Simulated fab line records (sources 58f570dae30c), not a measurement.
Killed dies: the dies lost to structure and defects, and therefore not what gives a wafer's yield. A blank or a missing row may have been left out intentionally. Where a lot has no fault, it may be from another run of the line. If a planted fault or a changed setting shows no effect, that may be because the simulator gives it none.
fab line records | flow berkeley-cmos170
record lots=5 wafers=23
route steps=331 shown M3@310
start-h: hours from the record's first day to the start of the lot's first wafer shown | wait-h: time in hours since the lot's previous step | " repeats the value in the row above | L1.1+2: a row that stands for several wafers | - value missing, or start not given | * or withheld: withheld | < > ~ a bound
route shown NAME@n: a module of which the file shows steps, and the number in the route of the first | usual: mean/standard deviation of fault-free wafers | same: alike in all rows | chamber/n: place in a boat | sites: per-site readings | _std_site: the standard deviation of these | _edge_site: outer sites' mean less inner sites' | radius-mm: for every site, how far away it sits from the centre of the wafer | mask NAME#n: copy n | behind: the last tool/chamber to shape the wafer | hold: the reason the lot was held/the length of the hold in hours/how it ended | device: the n, p or np transistor that did not switch | end of line: tests run on the same wafers once the route is complete | where a step has no rows: the recipe by itself | killed: the dies lost at the first sort to structure and to defects; this is not the yield of the wafer | map: dies across one wafer; x = killed, . = not, _ = none there
set.NAME: the run value of the setting; set.NAME@STEP: its run value at that earlier step | model.NAME: the simulator's own value behind a step, which no gauge read
lots where settings were altered on purpose, with a table for each step and a row for each wafer
## steps
# step UCB170_M3_SPUTTER_01
# recipe material=Al target-thk-nm=900 time-s=120 power-w=6000 chamber-pressure-pa=0.5
# columns lot.wafer tool chamber start-h wait-h set.power-w model.Al_of_M3_SPUTTER_01.thk-nm
L074.1 pvd-sputter-01 - 188.03 0.0 6000 921
L074.2 " - " " 5656 866.4
L074.4 " - " " 5656 866.2
L074.5 " - " " 6000 914.3
L074.6 " - " " 6000 912.4
L076.1 pvd-sputter-01 - 190.90 0.0 6000 900.7
L076.2 " - " " 6318 951.6
L076.3 " - " " 6318 956.4
L076.5 " - " " 6000 899.4
L076.6 " - " " 6318 953.1
L083.1 pvd-sputter-01 - 222.99 0.0 6000 910.6
L083.2 " - " " 6000 909.1
L083.3 " - " " 6000 902.7
L083.5 " - " " 6000 905
L083.6 " - " " 6000 913.8
L085.1 pvd-sputter-03 - 224.86 0.0 6000 895.1
L085.2 " - " " 6000 901.4
L085.4 " - " " 6000 902.6
L084.1 pvd-sputter-04 - 226.13 0.0 6000 889.2
L084.2 " - " " 6000 886.7
L084.3 " - " " 6000 885
L084.4 " - " " 6000 886.3
L084.5 " - " " 6000 890.8
# step UCB170_M3_RS_MEAS_02
# recipe thk-meas-gauge=four-point-probe reads=Al_of_M3_SPUTTER_01
# usual M3_AL_RS=0.0321/0.00031
# columns lot.wafer tool chamber start-h wait-h set.power-w@M3_SPUTTER_01 M3_AL_RS[ohm/sq]
L074.1 film-metro-04 - 188.13 0.1 6000 0.0314
L074.2 " - " " 5656 0.0334
L074.4 " - " " 5656 0.0334
L074.5 " - " " 6000 0.0316
L074.6 " - " " 6000 0.0317
L076.1 film-metro-04 - 190.98 0.0 6000 0.0321
L076.2 " - " " 6318 0.0303
L076.3 " - " " 6318 0.0302
L076.5 " - " " 6000 0.0322
L076.6 " - " " 6318 0.0304
L083.1 film-metro-04 - 223.08 0.0 6000 0.0317
L083.2 " - " " 6000 0.0317
L083.3 " - " " 6000 0.0321
L083.5 " - " " 6000 0.0320
L083.6 " - " " 6000 0.0316
L085.1 film-metro-03 - 224.94 0.0 6000 0.0323
L085.2 " - " " 6000 0.0322
L085.4 " - " " 6000 0.0321
L084.1 film-metro-04 - 226.21 0.0 6000 0.0326
L084.2 " - " " 6000 0.0327
L084.3 " - " " 6000 0.0326
L084.4 " - " " 6000 0.0326
L084.5 " - " " 6000 0.0325
# step UCB170_M3_THK_MEAS_03
# recipe thk-meas-gauge=xrf reads=Al_of_M3_SPUTTER_01
# usual M3_AL_THK=893/10
# columns lot.wafer tool chamber start-h wait-h set.power-w@M3_SPUTTER_01 M3_AL_THK[nm]
L074.1 film-metro-04 - 188.25 0.1 6000 919
L074.2 " - " " 5656 866
L074.4 " - " " 5656 867
L074.5 " - " " 6000 912
L074.6 " - " " 6000 906
L076.1 film-metro-04 - 191.10 0.1 6000 900
L076.2 " - " " 6318 948
L076.3 " - " " 6318 951
L076.5 " - " " 6000 900
L076.6 " - " " 6318 951
L083.1 film-metro-04 - 223.20 0.1 6000 905
L083.2 " - " " 6000 893
L083.3 " - " " 6000 892
L083.5 " - " " 6000 891
L083.6 " - " " 6000 906
L085.1 film-metro-03 - 225.06 0.1 6000 886
L085.2 " - " " 6000 896
L085.4 " - " " 6000 895
L084.1 film-metro-04 - 226.33 0.1 6000 881
L084.2 " - " " 6000 878
L084.3 " - " " 6000 874
L084.4 " - " " 6000 874
L084.5 " - " " 6000 877
# step UCB170_M3_PEB_13
# recipe peb-temp-c=130 peb-time-s=withheld resist=KrF
# columns lot.wafer tool chamber start-h wait-h set.peb-temp-c
L074.1+4+6 litho-track-03 0 190.52 0.4 130
L074.2+5 " 0 " " 127.9
L076.1+2+6 litho-track-01 0 192.75 0.1 128.6
L076.3+5 " 0 " " 130
L083.1+2+3+5+6 litho-track-01 0 224.90 0.3 130
L085.1+2+4 litho-track-02 0 227.15 0.4 130
L084.1+2+3 litho-track-03 0 227.93 0.1 133.7
L084.4+5 " 0 " " 130
# step UCB170_M3_DEVELOP_14
# recipe developer=TMAH develop-time-s=45 resist=KrF dev-temp-c=21
# step UCB170_M3_CD_MEAS_15
# recipe target-cd-nm=700
# usual cd-nm=700.0/1.3
# columns lot.wafer tool chamber start-h wait-h set.peb-temp-c@M3_PEB_13 cd-nm
L074.1 cd-sem-01 - 190.80 - 130 700.7
L074.2 " - " " 127.9 715.1
L074.4 " - " " 130 700.9
L074.5 " - " " 127.9 714.8
L074.6 " - " " 130 700.7
L076.1 cd-sem-02 - 193.03 - 128.6 706.5
L076.2 " - " " 128.6 708.9
L076.3 " - " " 130 699.3
L076.5 " - " " 130 699.2
L076.6 " - " " 128.6 710.0
L083.1 cd-sem-01 - 225.17 - 130 699.5
L083.2 " - " " 130 700.7
L083.3 " - " " 130 699.9
L083.5 " - " " 130 700.0
L083.6 " - " " 130 700.8
L085.1 cd-sem-01 - 227.42 - 130 700.0
L085.2 " - " " 130 700.6
L085.4 " - " " 130 701.3
L084.1 cd-sem-02 - 228.20 - 133.7 681.0
L084.2 " - " " 133.7 680.7
L084.3 " - " " 133.7 680.3
L084.4 " - " " 130 701.7
L084.5 " - " " 130 701.6
# step UCB170_M3_ETCH_17
# recipe chemistry=N2/H2 target-depth-a=withheld overetch-a=withheld target=BARC time-s=withheld source-w=500 bias-w=100 pressure-mtorr=30 n2-flow-sccm=100 h2-flow-sccm=200
# columns lot.wafer tool chamber start-h wait-h set.peb-temp-c@M3_PEB_13 model.M3.cd-nm
L074.1 rie-diel-04 1 190.95 0.0 130 700.7
L074.2 " 0 " " 127.9 714.9
L074.4 " 1 " " 130 700.8
L074.5 " 2 " " 127.9 714.6
L074.6 " 0 " " 130 700.5
L076.1 rie-diel-04 1 193.18 0.0 128.6 707
L076.2 " 3 " " 128.6 708.5
L076.3 " 2 " " 130 700.1
L076.5 " 2 " " 130 699.1
L076.6 " 1 " " 128.6 710.1
L083.1 rie-diel-01 0 225.33 0.0 130 699.2
L083.2 " 2 " " 130 700.5
L083.3 " 1 " " 130 699.5
L083.5 " 1 " " 130 699.8
L083.6 " 0 " " 130 700.3
L085.1 rie-diel-01 2 227.58 0.0 130 700
L085.2 " 0 " " 130 700.3
L085.4 " 3 " " 130 700.7
L084.1 rie-diel-03 1 228.36 0.0 133.7 680.8
L084.2 " 3 " " 133.7 680.9
L084.3 " 1 " " 133.7 680.6
L084.4 " 3 " " 130 701.4
L084.5 " 1 " " 130 701.6
# step UCB170_M3_METAL_ETCH_18
# recipe chemistry=Cl2/BCl3 target=Al stop-on=SiO2 pressure-mtorr=12 target-depth-a=11700 over-etch-frac=0.3 time-s=195 icp-w=600 bias-w=120 Cl2_flow_sccm=90 bcl3-flow-sccm=45
# columns lot.wafer tool chamber start-h wait-h set.over-etch-frac set.peb-temp-c@M3_PEB_13 model.M3.cd-nm
L074.1 rie-metal-02 0 191.00 - 0.3 130 700.3
L074.2 " 1 " " 0.3 127.9 714.3
L074.4 " 0 " " 0.3 130 700.5
L074.5 " 1 " " 0.3 127.9 714
L074.6 " 0 " " 0.3 130 699.9
L076.1 rie-metal-02 1 193.23 - 0.3 128.6 708.1
L076.2 " 0 " " 0.3 128.6 709.1
L076.3 " 0 " " 0.3 130 699.9
L076.5 " 0 " " 0.3 130 698.9
L076.6 " 1 " " 0.3 128.6 712.3
L083.1 rie-metal-03 1 225.37 - 0.2274 130 702.1
L083.2 " 0 " " 0.3 130 702.2
L083.3 " 0 " " 0.2274 130 705.2
L083.5 " 0 " " 0.3 130 703
L083.6 " 1 " " 0.2274 130 701.8
L085.1 rie-metal-04 0 227.62 - 0.3 130 702.1
L085.2 " 1 " " 0.3 130 700.3
L085.4 " 1 " " 0.3 130 701.9
L084.1 rie-metal-02 0 228.42 - 0.3 133.7 680.6
L084.2 " 1 " " 0.3 133.7 679.3
L084.3 " 1 " " 0.3 133.7 679.6
L084.4 " 0 " " 0.3 130 703.1
L084.5 " 0 " " 0.3 130 702.9
# step UCB170_M3_STRIP_19
# recipe chemistry=O2 power-w=400 pressure-mtorr=3500 platen-temp-c=withheld o2-flow-sccm=400 overash-fraction=0.5
# step UCB170_M3_CD_MEAS_90
# recipe target-cd-nm=700
# usual cd-nm=700.6/2.2
# columns lot.wafer tool chamber start-h wait-h set.peb-temp-c@M3_PEB_13 cd-nm
L074.1 cd-sem-02 - 191.28 0.1 130 700.8
L074.2 " - " " 127.9 714.1
L074.4 " - " " 130 700.5
L074.5 " - " " 127.9 714.0
L074.6 " - " " 130 700.5
L076.1 cd-sem-02 - 193.51 0.1 128.6 708.0
L076.2 " - " " 128.6 709.1
L076.3 " - " " 130 699.9
L076.5 " - " " 130 698.9
L076.6 " - " " 128.6 712.3
L083.1 cd-sem-01 - 225.69 0.1 130 701.8
L083.2 " - " " 130 702.2
L083.3 " - " " 130 705.3
L083.5 " - " " 130 703.2
L083.6 " - " " 130 702.0
L085.1 cd-sem-01 - 227.91 0.1 130 702.2
L085.2 " - " " 130 700.3
L085.4 " - " " 130 702.1
L084.1 cd-sem-01 - 228.77 0.1 133.7 680.4
L084.2 " - " " 133.7 679.0
L084.3 " - " " 133.7 679.5
L084.4 " - " " 130 702.8
L084.5 " - " " 130 703.0
## key
split step=UCB170_M3_SPUTTER_01 setting=power-w stated=6000 by=wafer
response step=UCB170_M3_SPUTTER_01 reading=model.Al_of_M3_SPUTTER_01.thk-nm change=+9.33 per=1% r=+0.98
response step=UCB170_M3_RS_MEAS_02 reading=M3_AL_RS change=-0.000333 per=1% r=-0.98
response step=UCB170_M3_THK_MEAS_03 reading=M3_AL_THK change=+8.67 per=1% r=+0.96
split step=UCB170_M3_PEB_13 setting=peb-temp-c stated=130 by=wafer
response step=UCB170_M3_CD_MEAS_15 reading=cd-nm change=-7.79 per=1% r=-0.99
response step=UCB170_M3_ETCH_17 reading=model.M3.cd-nm change=-7.71 per=1% r=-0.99
response step=UCB170_M3_METAL_ETCH_18 reading=model.M3.cd-nm change=-8.41 per=1% r=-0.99
response step=UCB170_M3_CD_MEAS_90 reading=cd-nm change=-8.35 per=1% r=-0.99
split step=UCB170_M3_METAL_ETCH_18 setting=over-etch-frac stated=0.3 by=wafer
response none clear
